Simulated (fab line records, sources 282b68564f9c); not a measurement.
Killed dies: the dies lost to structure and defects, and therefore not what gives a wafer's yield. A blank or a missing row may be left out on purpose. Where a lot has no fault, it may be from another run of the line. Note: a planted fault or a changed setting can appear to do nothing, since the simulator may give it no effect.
Comparing a struck lot with a sound one    flow rit cmos    15 steps out of a route of 202
Sound: wafers L670.2, L670.3, L670.5. Struck: wafer L685.6 (left out: L685.3, L685.5 of the same lot, which were not struck); the cause appears at the end.
Order at every step that has rows: each side's tool, ch and its chambers, its first start. Under that, the readings that differ: sound wafers    struck wafers    difference of the means    sigmas: that difference in standard deviations of wafers without a fault.
alike: readings with means less than 2 such deviations apart, plus words and numbers identical on both sides. not compared: withheld readings, readings lacking a value on some wafer, bounds such as >300 that could conceal the same value, and numbers that have no deviation in the record and whose values overlap.
The two part at a step that has a row with sigmas, a row that says differs or no value, or rows on one side only. When numbers do not overlap yet have no deviation, they are printed without sigmas and do not part them. Lack of a reading on every wafer of one side parts them only where that side has two or more wafers.

RIT_GATE_THK_MEAS_07:
  sound on film metro-02 at day 2 13:13; struck on film metro-03 at day 5 14:22
  alike: GATE_OXIDE_THK
then, 1 step without rows for these wafers: RIT_GATE_CVD_08 (deposits poly-Si from SiH4, target thk 250 nm, time 2220 s).
RIT_GATE_THK_MEAS_09:
  sound on film metro-02 at day 2 14:54; struck on film metro-03 at day 5 16:03
  alike: GATE_POLY_THK
then, 6 steps without rows for these wafers: RIT_GATE_HMDS_10 (prime time 60 s); RIT_GATE_COAT_11 (resist thk 850 nm); RIT_GATE_SOFTBAKE_12 (time 60 s); RIT_GATE_EXPOSE_13 (exposes mask M6, target cd 150 nm); RIT_GATE_PEB_14; RIT_GATE_DEVELOP_15 (develop time 50 s).
RIT_GATE_CD_MEAS_16 targets a cd of 150 nm.
  sound on cd sem-02 at day 2 15:56; struck on cd sem-02 at day 5 16:59
  alike: cd nm
RIT_GATE_OVL_MEAS_17:
  sound on overlay-01 at day 2 16:03; struck on overlay-02 at day 5 17:04
  alike: GATE_OVL
then, 1 step without rows for these wafers: RIT_GATE_HARDBAKE_18 (time 60 s).
RIT_GATE_ETCH_19: etches poly-Si in SF6/CHF3/O2, stops on SiO2, time 165 s, target depth 312.5 nm.
  sound on rie si-02 ch 0,1,2, day 2 16:14; struck on rie si-01 ch 0, day 5 17:14
reading                                    sound              struck  difference  sigmas
model.NOVOLAK_of_GATE_COAT_11.thk nm (nm)  674.5 675.5 675.1  689     +14         
  alike: drypump motor current A, oes product au, rf fwd power W, throttle valve pct
  not compared: rf hours counter h
RIT_GATE_STRIP_20: strips in O2, time 180 s.
  sound on plasma asher-02 ch 1, day 2 16:20; struck on plasma asher-01 ch 0, day 5 17:25
reading                      sound        struck  difference  sigmas
drypump motor current A (A)  6.0 6.0 6.0  4.7     -1.3        -2
  not compared: rf hours counter h
RIT_M1_PROBE_99:
  sound on prober-02 at day 3 12:49; struck on prober-02 at day 6 14:28
reading                                      sound                        struck    difference  sigmas
model.etest.poly comb over steps.over limit  0 0 0                        1         +1          
model.etest.antenna poly.vt shift v (V)      -0.003856 -0.00679 -0.00977  0.002646  +0.009451   

## WHERE THEY PART
Only at RIT_GATE_STRIP_20, as far as this record shows.

WHY: what the simulator had put in
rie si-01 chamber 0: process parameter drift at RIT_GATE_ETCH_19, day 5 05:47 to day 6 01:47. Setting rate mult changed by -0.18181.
